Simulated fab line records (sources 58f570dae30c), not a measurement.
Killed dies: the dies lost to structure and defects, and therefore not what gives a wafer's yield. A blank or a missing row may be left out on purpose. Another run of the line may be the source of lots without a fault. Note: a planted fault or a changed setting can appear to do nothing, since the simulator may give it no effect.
Check of tool commonality || flow berkeley cmos170 || 13 lots and 38 wafers in the sample

REASON FOR OPENING
1 of 13 lots carry a flag on the reading SILICIDE_TI_RS at UCB170_SILICIDE_RS_MEAS_02. No-fault wafers: 26.1 ohm/sq, standard deviation 0.4.
Rule: a lot is flagged when every wafer of it that has a number lies more than 4 standard deviations from that mean, or none has a number. As for the other lots, they are considered sound.

{"lot": "L657", "measured": "day 8 08:07", "on": "film metro-04", "SILICIDE_TI_RS (ohm/sq), wafer by wafer": "26.0 25.6 25.7", "flag": ""}
{"lot": "L658", "measured": "day 8 17:26", "on": "film metro-01", "SILICIDE_TI_RS (ohm/sq), wafer by wafer": "26.0 26.1 25.6", "flag": ""}
{"lot": "L660", "measured": "day 8 17:40", "on": "film metro-01", "SILICIDE_TI_RS (ohm/sq), wafer by wafer": "26.3 25.9 25.6", "flag": ""}
{"lot": "L659", "measured": "day 8 17:50", "on": "film metro-02", "SILICIDE_TI_RS (ohm/sq), wafer by wafer": "26.3 26.8 26.2", "flag": ""}
{"lot": "L662", "measured": "day 9 11:34", "on": "film metro-02", "SILICIDE_TI_RS (ohm/sq), wafer by wafer": "26.4 26.6 26.3", "flag": ""}
{"lot": "L665", "measured": "day 9 20:31", "on": "film metro-02", "SILICIDE_TI_RS (ohm/sq), wafer by wafer": "26.4 26.3 26.4", "flag": ""}
{"lot": "L664", "measured": "day 9 21:00", "on": "film metro-02", "SILICIDE_TI_RS (ohm/sq), wafer by wafer": "26.6 26.5 26.7", "flag": ""}
{"lot": "L667", "measured": "day 10 10:15", "on": "film metro-02", "SILICIDE_TI_RS (ohm/sq), wafer by wafer": "26.3 26.1 26.1", "flag": ""}
{"lot": "L668", "measured": "day 10 10:43", "on": "film metro-04", "SILICIDE_TI_RS (ohm/sq), wafer by wafer": "25.7 25.5 25.3", "flag": ""}
{"lot": "L669", "measured": "day 10 21:56", "on": "film metro-02", "SILICIDE_TI_RS (ohm/sq), wafer by wafer": "25.4 25.5 25.5", "flag": ""}
{"lot": "L671", "measured": "day 11 12:34", "on": "film metro-04", "SILICIDE_TI_RS (ohm/sq), wafer by wafer": "67.3 68.9", "flag": "FLAGGED"}
{"lot": "L672", "measured": "day 11 22:55", "on": "film metro-02", "SILICIDE_TI_RS (ohm/sq), wafer by wafer": "26.5 26.3 26.3", "flag": ""}
{"lot": "L680", "measured": "day 13 11:02", "on": "film metro-01", "SILICIDE_TI_RS (ohm/sq), wafer by wafer": "26.4 26.5 26.7", "flag": ""}
Averaged over the flagged lots the numbers come to 68.1 ohm/sq, +42.0 ohm/sq from the usual (+99 or more standard deviations).

TOOL THAT RAN EACH LOT
The record keeps 1 process step preceding the reading, out of 331 steps on the route. Each cell gives the tool, then ch followed by the chambers the sampled wafers passed through, then the start.
{"lot": "L657", "flag": "", "UCB170_SILICIDE_SPUTTER_01": "pvd sputter-04, day 8 08:04"}
{"lot": "L658", "flag": "", "UCB170_SILICIDE_SPUTTER_01": "pvd sputter-01, day 8 17:22"}
{"lot": "L660", "flag": "", "UCB170_SILICIDE_SPUTTER_01": "pvd sputter-04, day 8 17:38"}
{"lot": "L659", "flag": "", "UCB170_SILICIDE_SPUTTER_01": "pvd sputter-03, day 8 17:48"}
{"lot": "L662", "flag": "", "UCB170_SILICIDE_SPUTTER_01": "pvd sputter-03, day 9 11:28"}
{"lot": "L665", "flag": "", "UCB170_SILICIDE_SPUTTER_01": "pvd sputter-01, day 9 20:29"}
{"lot": "L664", "flag": "", "UCB170_SILICIDE_SPUTTER_01": "pvd sputter-03, day 9 20:56"}
{"lot": "L667", "flag": "", "UCB170_SILICIDE_SPUTTER_01": "pvd sputter-01, day 10 10:12"}
{"lot": "L668", "flag": "", "UCB170_SILICIDE_SPUTTER_01": "pvd sputter-04, day 10 10:40"}
{"lot": "L669", "flag": "", "UCB170_SILICIDE_SPUTTER_01": "pvd sputter-04, day 10 21:53"}
{"lot": "L671", "flag": "FLAGGED", "UCB170_SILICIDE_SPUTTER_01": "pvd sputter-04, day 11 12:31"}
{"lot": "L672", "flag": "", "UCB170_SILICIDE_SPUTTER_01": "pvd sputter-03, day 11 22:47"}
{"lot": "L680", "flag": "", "UCB170_SILICIDE_SPUTTER_01": "pvd sputter-03, day 13 11:01"}
What the steps here do:
- UCB170_SILICIDE_SPUTTER_01: material Ti, target thk 30 nm, time 25 s.
- UCB170_SILICIDE_RS_MEAS_02: measures by four-point-probe.

FLAGGED OVER TOTAL, TOOL BY TOOL (the gauges that took the reading come last)
{"step": "UCB170_SILICIDE_SPUTTER_01", "tool": "pvd sputter-01", "lots run": 3, "flagged": 0, "share of the flagged lots": "none", "sound lots run after its first flagged lot": "-"}
{"step": "UCB170_SILICIDE_SPUTTER_01", "tool": "pvd sputter-03", "lots run": 5, "flagged": 0, "share of the flagged lots": "none", "sound lots run after its first flagged lot": "-"}
{"step": "UCB170_SILICIDE_SPUTTER_01", "tool": "pvd sputter-04", "lots run": 5, "flagged": 1, "share of the flagged lots": "all", "sound lots run after its first flagged lot": 0}
{"step": "UCB170_SILICIDE_RS_MEAS_02", "tool": "film metro-01", "lots run": 3, "flagged": 0, "share of the flagged lots": "none", "sound lots run after its first flagged lot": "-"}
{"step": "UCB170_SILICIDE_RS_MEAS_02", "tool": "film metro-02", "lots run": 7, "flagged": 0, "share of the flagged lots": "none", "sound lots run after its first flagged lot": "-"}
{"step": "UCB170_SILICIDE_RS_MEAS_02", "tool": "film metro-04", "lots run": 3, "flagged": 1, "share of the flagged lots": "all", "sound lots run after its first flagged lot": 0}

WHAT THE TABLE ALLOWS
In 2 table rows, all flagged lots were run: pvd sputter-04 (UCB170_SILICIDE_SPUTTER_01), film metro-04 (UCB170_SILICIDE_RS_MEAS_02).
- pvd sputter-04 at UCB170_SILICIDE_SPUTTER_01: 1 of its 5 lots flagged. Last sound lot L669 at day 10 21:53, first flagged lot L671 at day 11 12:31; a fault beginning in between fits.
- film metro-04 at UCB170_SILICIDE_RS_MEAS_02: 1 of its 3 lots flagged. Last sound lot L668 at day 10 10:43, first flagged lot L671 at day 11 12:34; a fault beginning in between fits.
These 2 tools cannot be told apart by counting lots, since each of them fits a fault that started at some hour. More lots, or a look at what each step does to the wafer, might.

WHAT HAD BEEN PUT IN BY THE SIMULATOR
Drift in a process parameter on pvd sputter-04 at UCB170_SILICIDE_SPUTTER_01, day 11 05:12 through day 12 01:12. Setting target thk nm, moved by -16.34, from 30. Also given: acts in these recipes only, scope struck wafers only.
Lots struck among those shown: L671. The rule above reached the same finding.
